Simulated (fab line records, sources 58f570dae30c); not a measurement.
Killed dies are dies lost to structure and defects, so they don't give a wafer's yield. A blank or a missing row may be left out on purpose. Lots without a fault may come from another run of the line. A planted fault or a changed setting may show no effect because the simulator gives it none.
One fault seen from 2 desks | flow berkeley_cmos170 | each desk has only its own numbers; what lay behind them comes last

THE METROLOGY DESK
What the gauges read, lot by lot, whatever tool the lot ran on: means of the sampled wafers that have a number. A lot is out of limits, marked OUT, if its mean lies more than 4 standard deviations from the usual mean; the brackets give that distance.
Columns: A = NWELL_OXIDE_THK at UCB170_NWELL_THK_MEAS_02, usual 26.7 nm; B = NWELL_NITRIDE_THK at UCB170_NWELL_THK_MEAS_05, usual 223.5 nm; C = NWELL_OVL at UCB170_NWELL_OVL_MEAS_12, usual 4 nm
lot  | first seen here | A    | B     | C
L523 | day 1 23:19     | 27.1 | 223.8 | -0
L530 | day 3 12:56     | 27.1 | 223.0 | 3
L533 | day 4 03:37     | 26.3 | 224.3 | -5
L537 | day 5 01:48     | 26.6 | 220.1 | 8
L540 | day 5 17:35     | 26.5 | 219.9 | 4
L545 | day 6 11:38     | 27.0 | 220.2 | 10
This desk's finding: nothing out of limits on any of the 6 lots.

THE TOOL OWNER'S DESK: rie_diel-01
The tool's own readings at UCB170_NWELL_ETCH_13 (etches Si3N4 in CH3F/Ar/O2, stops on SiO2, target depth 246.4 nm, time 154 s): means of the sampled wafers that have a number, for each lot that ran on this tool. A lot is out of limits, marked OUT, if its mean lies more than 4 standard deviations from the usual mean; the brackets give that distance.
Columns: A = CH3F_flow_sccm at UCB170_NWELL_ETCH_13, usual 20.00 sccm; B = drypump_motor_current_A at UCB170_NWELL_ETCH_13, usual 5.5 A; C = oes_product_au at UCB170_NWELL_ETCH_13, usual 0.940 a.u.; D = throttle_valve_pct at UCB170_NWELL_ETCH_13, usual 8.01 %
lot  | first seen here | A     | B   | C     | D
L523 | day 2 07:49     | 19.98 | 5.6 | 0.931 | 7.99
L533 | day 4 11:56     | 20.01 | 5.5 | 0.930 | 7.94
L537 | day 5 10:22     | 20.05 | 5.6 | 0.931 | 8.00
L540 | day 6 01:31     | 19.97 | 5.7 | 0.913 | 7.82
L545 | day 6 19:28     | 20.01 | 5.6 | 0.912 | 7.99
This desk's finding: nothing out of limits on any of the 5 lots.

PUT TOGETHER
The metrology desk saw nothing out of limits.
The tool owner's desk saw nothing out of limits.

WHAT THE SIMULATOR HAD PUT IN
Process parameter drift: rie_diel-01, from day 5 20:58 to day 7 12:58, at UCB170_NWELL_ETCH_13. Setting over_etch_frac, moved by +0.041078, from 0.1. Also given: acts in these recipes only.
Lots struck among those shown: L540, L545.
